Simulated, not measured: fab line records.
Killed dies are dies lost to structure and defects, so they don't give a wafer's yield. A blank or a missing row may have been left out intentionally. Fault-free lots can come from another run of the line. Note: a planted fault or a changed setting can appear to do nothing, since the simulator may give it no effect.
The same fault as seen by 2 desks    flow berkeley_cmos170    numbers are kept per desk, each desk with only its own; the story behind them comes last

FOR THE TOOL OWNER'S DESK: krf_scanner-02
The tool's own readings at UCB170_PWELL_EXPOSE_10 (exposes mask PWELL, target cd 3000 nm): means of the sampled wafers that have a number, for each lot that ran on this tool. The brackets show how far a lot's mean lies from the usual mean; more than 4 standard deviations puts the lot out of limits, marked OUT.
Columns: A = exposure_dose_mJ_cm2 at UCB170_PWELL_EXPOSE_10, usual 19.001; B = focus_offset_nm at UCB170_PWELL_EXPOSE_10, usual 0.1 nm
lot   first seen here  A       B
L402  day 3 18:16      18.986  0.1
L404  day 4 02:14      19.021  -0.1
L409  day 5 03:37      19.009  -0.1
L412  day 5 19:05      18.983  -0.2
L419  day 7 09:16      18.994  -0.4
L422  day 7 15:44      19.004  -0.3
L421  day 7 16:19      19.003  0.0
L423  day 7 20:42      19.008  -0.1
This desk's finding: nothing out of limits on any of the 8 lots.

FROM THE METROLOGY DESK
What the gauges read, lot by lot, whatever tool the lot ran on: means of the sampled wafers that have a number. The brackets show how far a lot's mean lies from the usual mean; more than 4 standard deviations puts the lot out of limits, marked OUT.
Columns: A = START_OXIDE_THK at UCB170_START_THK_MEAS_03, usual 22.2 nm; B = PWELL_OVL at UCB170_PWELL_OVL_MEAS_13, usual 0 nm; C = PWELL_TW at UCB170_PWELL_TW_MEAS_17, usual 378.3
lot   first seen here  A     B   C
L402  day 1 21:54      21.7  -2  374.7
L403  day 1 21:54      22.8  8   379.6
L404  day 2 04:47      22.3  -9  375.0
L406  day 2 12:41      22.9  3   379.2
L408  day 2 22:43      21.7  -4  379.9
L409  day 3 07:10      22.4  -3  375.2
L412  day 4 00:53      22.1  -6  383.3
L417  day 4 23:44      21.5  -   376.4
L418  day 5 05:13      22.4  -   375.8
L419  day 5 10:49      21.8  -3  377.6
L420  day 5 10:49      21.9  -   379.0
L421  day 5 21:46      22.2  -1  377.9
L422  day 5 21:46      22.1  -2  379.9
L423  day 6 03:32      21.7  7   382.4
L424  day 6 12:16      22.0  7   379.9
This desk's finding: nothing out of limits on any of the 15 lots.

ALL TOGETHER
The desk of the tool owner found nothing out of limits.
The metrology desk saw nothing out of limits.

WHAT THE SIMULATOR HAD INSERTED
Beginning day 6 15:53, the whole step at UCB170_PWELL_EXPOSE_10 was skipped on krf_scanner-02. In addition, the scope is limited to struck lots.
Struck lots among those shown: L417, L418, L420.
